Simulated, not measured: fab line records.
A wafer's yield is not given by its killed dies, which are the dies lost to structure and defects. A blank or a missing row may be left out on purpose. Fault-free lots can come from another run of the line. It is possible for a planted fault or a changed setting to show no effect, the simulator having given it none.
Chamber matching / flow berkeley cmos170 / rie diel-02 running UCB170_M1_ETCH_11: 4 sister chambers
The step etches BARC in N2/H2. 4 wafers are shown with their chamber, then 7 later ones without.

== EACH WAFER AND ITS CHAMBER ==
wafer=L109.5; chamber=2; throttle valve pct (%)=13.19
wafer=L112.2; chamber=3; throttle valve pct (%)=13.05
wafer=L113.1; chamber=0; throttle valve pct (%)=13.27
wafer=L113.3; chamber=1; throttle valve pct (%)=13.02

== WAFERS WHOSE CHAMBER IS MISSING ==
wafer=L113.5; throttle valve pct (%)=13.20
wafer=L117.1; throttle valve pct (%)=13.17
wafer=L117.4; throttle valve pct (%)=13.04
wafer=L117.5; throttle valve pct (%)=13.18
wafer=L116.1; throttle valve pct (%)=13.04
wafer=L116.2; throttle valve pct (%)=13.21
wafer=L116.3; throttle valve pct (%)=13.27

== WHICH CHAMBER EACH WENT THROUGH ==
wafer=L113.5; from the rows above=2; in truth=2
wafer=L117.1; from the rows above=2; in truth=2
wafer=L117.4; from the rows above=can't be placed: 3 or 1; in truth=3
wafer=L117.5; from the rows above=2; in truth=2
wafer=L116.1; from the rows above=can't be placed: 3 or 1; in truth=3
wafer=L116.2; from the rows above=2; in truth=2
wafer=L116.3; from the rows above=0; in truth=0
Correctly placed: 5 of 7. From these rows, 2 cannot be placed; in 2 the true chamber is one of the candidates. Number placed wrongly: 0.
How it was worked out, from the rows above alone: a wafer's distance from a chamber is the root of the sum, over the readings, of the square of ((its reading less the chamber's mean) divided by the reading's scatter). The wafer belongs to the nearest chamber; if the next one is less than 2 further off, it can't be placed. A chamber's mean is the mean of its shown wafers. The scatter: root of mean squared gap, hidden wafer to nearest shown wafer, with one shown wafer a chamber.
